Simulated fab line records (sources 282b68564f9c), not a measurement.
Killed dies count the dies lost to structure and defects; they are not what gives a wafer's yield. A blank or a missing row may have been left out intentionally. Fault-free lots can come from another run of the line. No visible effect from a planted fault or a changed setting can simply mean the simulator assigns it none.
Which tool was responsible? -- flow ritCmos -- 13 lots, 39 wafers sampled, at 2 steps of a route of 202

WHAT EACH GAUGE READ, for each wafer
RIT_CONTACT_THK_MEAS_01.
lot,measured,on,CONTACT_TEOS_THK (nm)
L318,day 3 06:24,filmMetro-04,394 406 408
L319,day 3 11:59,filmMetro-03,397 401 409
L320,day 3 13:56,filmMetro-03,391 392 405
L321,day 3 18:13,filmMetro-01,398 408 404
L323,day 4 08:08,filmMetro-04,398 399 411
L324,day 4 10:18,filmMetro-01,396 393 396
L325,day 4 19:45,filmMetro-04,399 399 408
L326,day 4 23:20,filmMetro-01,395 393 395
L327,day 5 06:49,filmMetro-04,399 404 399
L328,day 5 11:53,filmMetro-03,395 400 410
L336,day 6 22:53,filmMetro-04,396 521 405
L340,day 7 18:38,filmMetro-04,396 398 399
L341,day 8 02:14,filmMetro-03,402 409 407

EACH LOT AND THE TOOL THAT RAN IT (in order: tool; ch and the chambers of the sampled wafers; start)
lot,RIT_CONTACT_CVD_00
L318,"pecvd-03 ch 0,1,2, day 3 06:20"
L319,"pecvd-02 ch 0,2, day 3 11:56"
L320,"pecvd-04 ch 0,2, day 3 13:52"
L321,"pecvd-03 ch 0,2, day 3 18:09"
L323,"pecvd-04 ch 0,1, day 4 08:04"
L324,"pecvd-03 ch 0,1,2, day 4 10:14"
L325,"pecvd-02 ch 0,1, day 4 19:41"
L326,"pecvd-04 ch 0,1,2, day 4 23:17"
L327,"pecvd-03 ch 0,1,2, day 5 06:45"
L328,"pecvd-02 ch 0,2, day 5 11:50"
L336,"pecvd-02 ch 0,1, day 6 22:50"
L340,"pecvd-03 ch 0,1,2, day 7 18:35"
L341,"pecvd-04 ch 0,1, day 8 02:11"
- RIT_CONTACT_CVD_00: deposits SiO2 from TEOS, target thk 400 nm, time 61 s.

WHAT THE TOOLS THEMSELVES READ (means of the sampled wafers that have a number; where no wafer has one, the mark that the record gives instead)
RIT_CONTACT_CVD_00.
lot,tool,heaterPowerW (W)
L318,pecvd-03,333
L319,pecvd-02,326
L320,pecvd-04,370
L321,pecvd-03,370
L323,pecvd-04,310
L324,pecvd-03,379
L325,pecvd-02,324
L326,pecvd-04,305
L327,pecvd-03,347
L328,pecvd-02,304
L336,pecvd-02,352
L340,pecvd-03,364
L341,pecvd-04,319

THE ANSWER, worked out from the rows above alone
Rule: usual is defined by the lots themselves. The widest of any qualifying gaps counts: lots, ordered by their means at a reading, are off when they make up no more than a third of the lots, leave a main group of 4 or more, and stand apart from it by 3 or more times the standard deviation of that group's means. If all means in a main group match to the digits the tables above print for the reading, that group is not used. Also off: a lot with no number at a reading for which 4 or more lots have one. The other lots that the step has rows for count as sound. After the gauges, taken in route order, come the tools' own readings; for these a lot's mean is taken, as printed above. The first step at which some lot is off is used, and at that step the reading that is off furthest; a lot without a number counts as furthest.
Off: L336, seen at RIT_CONTACT_THK_MEAS_01 (CONTACT_TEOS_THK). Main group: mean 400 nm, sd 3.5.
If a tool, at a process step before that reading, ran all the lots that are off and no sound lot after the first of them, it fits. Gauges at RIT_CONTACT_THK_MEAS_01: tried the same way as those tools. One fits: pecvd-02 at RIT_CONTACT_CVD_00. Its last sound lot is L328 (day 5 11:50), its first lot that is off L336 (day 6 22:50): a fault that began between those two fits.

WHAT THE SIMULATOR PUT IN
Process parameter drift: pecvd-02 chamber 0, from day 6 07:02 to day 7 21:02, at RIT_CONTACT_CVD_00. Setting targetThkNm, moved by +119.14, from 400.
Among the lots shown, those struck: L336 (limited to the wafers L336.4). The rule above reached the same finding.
